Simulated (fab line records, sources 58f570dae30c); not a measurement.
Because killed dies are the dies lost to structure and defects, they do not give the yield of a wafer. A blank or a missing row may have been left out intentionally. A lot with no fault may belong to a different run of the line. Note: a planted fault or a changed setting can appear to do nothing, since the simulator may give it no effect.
Problem report, 8D (eight disciplines) form, completed by code ; flow berkeleyCmos170 ; the parts of the form that need people (team, actions taken, sign-off) are left out

1. THE ISSUE
PWELL_TW at UCB170_PWELL_TW_MEAS_17 reads a mean of 312 on 6 wafers of 2 lots; wafers without a fault read 376 with a standard deviation of 4.2. Measured from the usual mean, that is -15 standard deviations.
First seen on wafer L895.3, day 6 13:32, on filmMetro-01. The record holds 42 wafers of 14 lots with a number at this step. The rule behind "out" and "out of limits": a value lying over 4 standard deviations away from the usual mean. Any other wafer with a number is counted as sound.

2. WHAT IT IS AND WHAT IT IS NOT
question;is;is not
which readings at this step;PWELL_TW;-
which lots;L895, L898;L880, L882, L883, L886, L887, L888, L889, L891, L894, L899, L900, L902
which wafers of those lots;all that have a number;-
read on which gauges;filmMetro-01;filmMetro-03, filmMetro-04
when;from day 6 13:32;"up to then (24 sound wafers); but 12 sound wafers of L894, L899, L900, L902 came after"

3. WHAT RULES OUT EACH SUSPECT
Counting: any tool at a process step up to the reading is kept as a suspect provided that every lot that is out went through it and no sound lot did after the first of them.
- the gauge at UCB170_PWELL_TW_MEAS_17 has been ruled out. All the wafers that are out were read on filmMetro-01, but those of them that UCB170_PWELL_IMPLANT_15 has rows for are out there too, on other tools.
- implanter-02 at UCB170_PWELL_IMPLANT_15: kept. It processed each lot that is out, first L895 at day 6 13:19, and no sound lot thereafter; up to then, the last sound lot it processed was L888 at day 5 04:12. On those wafers its own readings are out: doseIonsCm2, faradayCurrentUA.
Left after counting: implanter-02 at UCB170_PWELL_IMPLANT_15.

4. THE CAUSE (what the simulator had put in)
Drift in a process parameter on implanter-02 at UCB170_PWELL_IMPLANT_15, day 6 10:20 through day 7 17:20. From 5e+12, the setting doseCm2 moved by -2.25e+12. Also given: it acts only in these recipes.
This tool alone remained once counting was done.

5. THE CHAIN OF EFFECTS, in route order
Each row: a reading where the mean over the struck wafers with a number is more than 3 standard deviations away from the usual. Readings are gone through only where the record gives a usual standard deviation; hours: the median, over the lots, of the time from a lot's start at the first step in this table giving one to that lot's start at this step; sigmas: the change measured in usual standard deviations.
hours;step;reading;usual;on struck wafers;change;sigmas
0;UCB170_PWELL_IMPLANT_15;doseIonsCm2;5e+12;3e+12;-2e+12;-99 or more
0;UCB170_PWELL_IMPLANT_15;faradayCurrentUA;15.9;8.6;-7.3;-23
0;UCB170_PWELL_TW_MEAS_17;PWELL_TW;376;312;-64;-15
Process steps it contains:
- UCB170_PWELL_IMPLANT_15

6. WHAT WOULD HAVE CAUGHT IT SOONER
Counted from the fault's start at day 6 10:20, it took 3 hours until the first out-of-limits reading at a measuring or inspecting step in this record, taken at day 6 13:32.
The tool's own readings at UCB170_PWELL_IMPLANT_15 were out on every struck wafer that the step has a row for (doseIonsCm2, faradayCurrentUA): an alarm limit on them would have fired on the first of those.
Among the 2 lots that are out, L898 began UCB170_PWELL_IMPLANT_15 on implanter-02 after day 6 13:32. Holding the tool at that time would have saved it.
